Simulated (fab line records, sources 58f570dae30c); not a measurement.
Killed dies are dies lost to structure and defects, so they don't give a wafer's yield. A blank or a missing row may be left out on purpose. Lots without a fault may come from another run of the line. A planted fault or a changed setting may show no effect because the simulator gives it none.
Which tool did it? | flow berkeley_cmos170 | 15 lots, 45 wafers sampled, at 1 step of a route of 331

WHAT THE GAUGES READ, wafer by wafer
The record holds no reading of a measuring or inspecting step that can be judged against a usual standard deviation.

WHICH TOOL RAN EACH LOT (tool, then ch and the chambers of the sampled wafers, then the start)
lot  | UCB170_V2_EXPOSE_09
L796 | krf_scanner-01 ch 0, day 7 10:53
L795 | krf_scanner-02 ch 0, day 7 12:24
L797 | krf_scanner-01 ch 0, day 8 02:14
L798 | krf_scanner-01 ch 0, day 8 12:25
L799 | krf_scanner-01 ch 0, day 8 21:25
L800 | krf_scanner-01 ch 0, day 8 21:32
L801 | krf_scanner-02 ch 0, day 9 05:34
L802 | krf_scanner-02 ch 0, day 9 20:24
L805 | krf_scanner-02 ch 0, day 10 04:20
L807 | krf_scanner-01 ch 0, day 10 07:29
L808 | krf_scanner-02 ch 0, day 10 08:37
L809 | krf_scanner-02 ch 0, day 11 00:59
L811 | krf_scanner-02, day 11 01:30
L810 | krf_scanner-02, day 11 05:59
L814 | krf_scanner-02, day 11 06:07
- UCB170_V2_EXPOSE_09: exposes mask VIA2, target cd 700 nm.

WHAT THE TOOLS THEMSELVES READ (means of the sampled wafers that have a number; where no wafer has one, the mark that the record gives instead)
UCB170_V2_EXPOSE_09.
lot  | tool           | exposure_dose_mJ_cm2 | focus_offset_nm (nm)
L796 | krf_scanner-01 | 36.94                | -0.2
L795 | krf_scanner-02 | 36.93                | -0.0
L797 | krf_scanner-01 | 37.00                | 0.1
L798 | krf_scanner-01 | 36.95                | -1.1
L799 | krf_scanner-01 | 36.98                | -0.3
L800 | krf_scanner-01 | 36.95                | -0.6
L801 | krf_scanner-02 | 36.95                | 0.3
L802 | krf_scanner-02 | 36.95                | -0.3
L805 | krf_scanner-02 | 36.98                | 0.1
L807 | krf_scanner-01 | 36.94                | -0.6
L808 | krf_scanner-02 | 36.98                | 0.1
L809 | krf_scanner-02 | 36.97                | 0.3
L811 | krf_scanner-02 | -                    | -
L810 | krf_scanner-02 | -                    | -
L814 | krf_scanner-02 | -                    | -

THE ANSWER, worked out from the rows above alone
Rule: what is usual is taken from the lots themselves. Put in order of their means at a reading, lots are off if they are a third of the lots or fewer, leave a main group of 4 or more, and stand apart from it by a gap of 3 or more times the standard deviation of the main group's means; of several such gaps the widest counts. A main group whose means are all the same, to the digits that the tables above print for the reading, isn't used. A lot without any number at a reading at which 4 lots or more have one is off too. The other lots that the step has rows for count as sound. The gauges are gone through in route order, then the tools' own readings, and for those a lot's mean is taken as printed above. The first step at which some lot is off is used, and at that step the reading that is off furthest; a lot without a number counts as furthest.
Off: L811, L810, L814, at UCB170_V2_EXPOSE_09 (exposure_dose_mJ_cm2). Without a number there: L811, L810, L814. The main group: mean 36.96, standard deviation 0.02.
A tool fits if, at that step or a process step before it, it ran every lot that is off, and no sound lot after the first of them. One fits: krf_scanner-02 at UCB170_V2_EXPOSE_09. Its last sound lot is L809 (day 11 00:59), its first lot that is off L811 (day 11 01:30): a fault that began between those two fits.
Blank at UCB170_V2_EXPOSE_09 on the lots that are off, where sound lots have numbers: exposure_dose_mJ_cm2, focus_offset_nm.

WHAT THE SIMULATOR HAD PUT IN
Skipped step whole: krf_scanner-02, from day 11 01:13 on, at UCB170_V2_EXPOSE_09. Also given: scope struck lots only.
Lots struck among those shown: L811, L810, L814. The rule above found the same.
